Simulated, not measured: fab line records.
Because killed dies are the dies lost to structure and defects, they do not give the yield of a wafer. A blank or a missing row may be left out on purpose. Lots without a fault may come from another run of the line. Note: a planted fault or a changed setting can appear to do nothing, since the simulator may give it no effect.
Which tool did it? / flow rit_cmos / 14 lots with 42 wafers sampled at 2 steps, on a route of 202 steps

WHAT EACH GAUGE READ, for each wafer
The record lacks any reading of a measuring or inspecting step that a usual standard deviation could be used to judge.

TOOL THAT RAN EACH LOT (tool first, then ch and the chambers of the sampled wafers, then the start)
lot=L988; RIT_GATE_OXIDATION_05=furnace-04 ch 0, day 2 08:19; RIT_M1_PROBE_99=-
lot=L989; RIT_GATE_OXIDATION_05=furnace-02 ch 0, day 2 14:37; RIT_M1_PROBE_99=-
lot=L990; RIT_GATE_OXIDATION_05=furnace-02 ch 0, day 2 22:20; RIT_M1_PROBE_99=-
lot=L992; RIT_GATE_OXIDATION_05=furnace-04 ch 0, day 3 04:16; RIT_M1_PROBE_99=-
lot=L993; RIT_GATE_OXIDATION_05=furnace-03 ch 0, day 3 09:16; RIT_M1_PROBE_99=-
lot=L994; RIT_GATE_OXIDATION_05=furnace-02 ch 0, day 3 15:28; RIT_M1_PROBE_99=-
lot=L996; RIT_GATE_OXIDATION_05=furnace-02 ch 0, day 4 02:20; RIT_M1_PROBE_99=-
lot=L103; RIT_GATE_OXIDATION_05=furnace-03 ch 0, day 5 11:50; RIT_M1_PROBE_99=prober-01, day 6 15:21
lot=L104; RIT_GATE_OXIDATION_05=furnace-03 ch 0, day 5 21:29; RIT_M1_PROBE_99=-
lot=L106; RIT_GATE_OXIDATION_05=furnace-02 ch 0, day 6 07:59; RIT_M1_PROBE_99=-
lot=L109; RIT_GATE_OXIDATION_05=furnace-02 ch 0, day 6 18:43; RIT_M1_PROBE_99=-
lot=L111; RIT_GATE_OXIDATION_05=furnace-03 ch 0, day 7 04:08; RIT_M1_PROBE_99=-
lot=L991; RIT_GATE_OXIDATION_05=furnace-03 ch 0, day 8 00:28; RIT_M1_PROBE_99=prober-01, day 9 02:16
lot=L997; RIT_GATE_OXIDATION_05=furnace-04 ch 0, day 9 05:41; RIT_M1_PROBE_99=prober-01, day 10 10:10
- RIT_GATE_OXIDATION_05: target thk 3 nm, ox time 270 s.
- RIT_M1_PROBE_99

WHAT THE TOOLS THEMSELVES READ (means of the sampled wafers that have a number; where no wafer has one, the mark that the record gives instead)
RIT_GATE_OXIDATION_05.
lot=L988; tool=furnace-04; spike_tc_centre_C (C)=899.5
lot=L989; tool=furnace-02; spike_tc_centre_C (C)=905.3
lot=L990; tool=furnace-02; spike_tc_centre_C (C)=902.0
lot=L992; tool=furnace-04; spike_tc_centre_C (C)=899.2
lot=L993; tool=furnace-03; spike_tc_centre_C (C)=903.9
lot=L994; tool=furnace-02; spike_tc_centre_C (C)=904.3
lot=L996; tool=furnace-02; spike_tc_centre_C (C)=904.0
lot=L103; tool=furnace-03; spike_tc_centre_C (C)=902.5
lot=L104; tool=furnace-03; spike_tc_centre_C (C)=903.3
lot=L106; tool=furnace-02; spike_tc_centre_C (C)=903.9
lot=L109; tool=furnace-02; spike_tc_centre_C (C)=904.0
lot=L111; tool=furnace-03; spike_tc_centre_C (C)=903.7
lot=L991; tool=furnace-03; spike_tc_centre_C (C)=903.4
lot=L997; tool=furnace-04; spike_tc_centre_C (C)=899.4

RIT_M1_PROBE_99.
lot=L103 tool=prober-01 killed_at_M0_to_M3=0.0 killed_at_contacts=0.0 killed_at_front_end=7 killed_dies=7 killed_open=4.0 killed_short=3.3
lot=L991 tool=prober-01 killed_at_M0_to_M3=0.0 killed_at_contacts=1.0 killed_at_front_end=6 killed_dies=7 killed_open=2.7 killed_short=3.7
lot=L997 tool=prober-01 killed_at_M0_to_M3=0.0 killed_at_contacts=1.0 killed_at_front_end=9 killed_dies=10 killed_open=4.7 killed_short=4.0

THE ANSWER, worked out from the rows above alone
Rule: what is usual is taken from the lots themselves. Put in order of their means at a reading, lots are off if they are a third of the lots or fewer, leave a main group of 4 or more, and stand apart from it by a gap of 3 or more times the standard deviation of the main group's means; of several such gaps the widest counts. If all means in a main group match to the digits the tables above print for the reading, that group is not used. A lot without any number at a reading at which 4 lots or more have one is off too. The other lots that the step has rows for count as sound. After the gauges, taken in route order, come the tools' own readings; for these a lot's mean is taken, as printed above. The first step at which some lot is off is used, and at that step the reading that is off furthest; a lot without a number counts as furthest.
Nothing can be told from this: no lot is off at any reading shown.

WHAT THE SIMULATOR HAD INSERTED
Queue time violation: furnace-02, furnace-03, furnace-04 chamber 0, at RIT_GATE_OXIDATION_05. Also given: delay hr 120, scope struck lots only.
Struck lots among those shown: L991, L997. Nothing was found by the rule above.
